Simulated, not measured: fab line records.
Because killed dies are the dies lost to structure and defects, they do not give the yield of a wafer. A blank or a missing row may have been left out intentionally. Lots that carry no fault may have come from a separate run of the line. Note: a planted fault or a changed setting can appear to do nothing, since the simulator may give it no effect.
Split-lot study + flow ritCmos + 23 wafers read from 5 lots, route of 202 steps

THE SPLIT
At RIT_PLDD_IMPLANT_08, the setting energyKev was moved away from the recipe's 20 on 5 of the 23 wafers read, by +4.4% to +5.0%. This setting was run at the recipe's value on the other wafers.

FROM THE SPLIT TO THE READING: what the file shows between them, 3 steps
- RIT_NSD_IMPLANT_08 (also split here: energyKev)
- RIT_PSD_DEVELOP_05: develop time 50 s (also split here: devTempC)
- RIT_PSD_HARDBAKE_07: time 60 s

THE READING
PLDD_RS, in ohm/sq, at RIT_SDANNEAL_RS_MEAS_06 (measures by four-point-probe). On this fab line, fault-free wafers typically give 178.4 ohm/sq with a standard deviation of 0.38 ohm/sq.

| wafer  | tool, chamber at the split | energyKev as run | against the recipe | PLDD_RS, ohm/sq | against lot-mates on the recipe |
|--------|----------------------------|------------------|--------------------|-----------------|---------------------------------|
| L077.1 | implanter-01, 0            | 20               | recipe             | 178.0           | -                               |
| L077.2 | implanter-01, 0            | 20               | recipe             | 178.1           | -                               |
| L077.3 | implanter-01, 0            | 20               | recipe             | 178.5           | -                               |
| L077.5 | implanter-01, 0            | 20               | recipe             | 178.3           | -                               |
| L077.6 | implanter-01, 0            | 20               | recipe             | 177.9           | -                               |
| L078.1 | implanter-01, 0            | 20               | recipe             | 178.5           | -                               |
| L078.2 | implanter-01, 0            | 20               | recipe             | 178.6           | -                               |
| L078.3 | implanter-01, 0            | 20               | recipe             | 177.9           | -                               |
| L078.5 | implanter-01, 0            | 20               | recipe             | 178.2           | -                               |
| L078.6 | implanter-01, 0            | 20               | recipe             | 179.0           | -                               |
| L081.1 | implanter-03, 0            | 20               | recipe             | 178.8           | -                               |
| L081.2 | implanter-03, 0            | 21.01            | +5.0%              | 175.4           | -3.3                            |
| L081.3 | implanter-03, 0            | 21.01            | +5.0%              | 175.4           | -3.3                            |
| L081.4 | implanter-03, 0            | 20               | recipe             | 178.7           | -                               |
| L081.5 | implanter-03, 0            | 21.01            | +5.0%              | 175.4           | -3.3                            |
| L083.1 | implanter-02, 0            | 20               | recipe             | 178.1           | -                               |
| L083.3 | implanter-02, 0            | 20               | recipe             | 177.8           | -                               |
| L083.4 | implanter-02, 0            | 20               | recipe             | 178.0           | -                               |
| L085.1 | implanter-03, 0            | 20               | recipe             | 178.9           | -                               |
| L085.2 | implanter-03, 0            | 20.87            | +4.4%              | 176.6           | -2.1                            |
| L085.3 | implanter-03, 0            | 20.87            | +4.4%              | 176.3           | -2.4                            |
| L085.4 | implanter-03, 0            | 20               | recipe             | 178.6           | -                               |
| L085.5 | implanter-03, 0            | 20               | recipe             | 178.7           | -                               |

FIT RESULTS
A straight line over all 23 wafers: PLDD_RS changes by -0.54 ohm/sq for each +1% of energyKev; r = -0.95; the points scatter about the line by 0.38 ohm/sq.
The same after taking each lot's own level away (the mean of its wafers on the recipe; 23 wafers): -0.619 ohm/sq for each +1%; r = -0.98; scatter 0.27 ohm/sq.
According to that fit, moving energyKev by its largest amount changes the reading by 3.1 ohm/sq.
The lots' own levels span 177.97 to 178.75 ohm/sq, that is 2.1 times the standard deviation above.
So the lot-to-lot level changes the slope: the two fits differ.
Check: for one of the wafers moved furthest among these (+5.0%), held out of the fit, the line's prediction against its lot-mates is -3.05 ohm/sq. Against them it came out at -3.35 ohm/sq.

FURTHER SPLITS ON THESE WAFERS
Note: prior to the reading, these wafers also went through further splits. Each is held against what the fit with the lots' levels taken away leaves over:
| other split on the same wafers   | wafers away from the commonest value | r with PLDD_RS (lot level and that fit taken away) |
|----------------------------------|--------------------------------------|----------------------------------------------------|
| RIT_NWELL_IMPLANT_08 energyKev   | 5                                    | +0.32                                              |
| RIT_NRETRO_IMPLANT_08 doseCm2    | 8                                    | -0.25                                              |
| RIT_GATE_DEVELOP_15 developTimeS | 9                                    | +0.26                                              |
| RIT_NSD_IMPLANT_08 energyKev     | 5                                    | -0.16                                              |
| RIT_PSD_DEVELOP_05 devTempC      | 7                                    | -0.06                                              |

THE WHOLE CHAIN: every reading that the file lists as answering this split, in the file's order
| step                    | what it does                 | reading                                                        | change (the file's fit)               | r (the file's) |
|-------------------------|------------------------------|----------------------------------------------------------------|---------------------------------------|----------------|
| RIT_PLDD_IMPLANT_08     |                              | implant.rpNm (the simulator's own value, which no gauge read)  | +0.135 nm for each +1% of the setting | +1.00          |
| RIT_PLDD_IMPLANT_08     |                              | implant.drpNm (the simulator's own value, which no gauge read) | +0.068 nm for each +1% of the setting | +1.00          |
| RIT_SDANNEAL_RS_MEAS_06 | measures by four-point-probe | PLDD_RS                                                        | -0.609 for each +1% of the setting    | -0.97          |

FILE'S OWN FIT
PLDD_RS changes by -0.609 ohm/sq for each +1% of energyKev, r = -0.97.
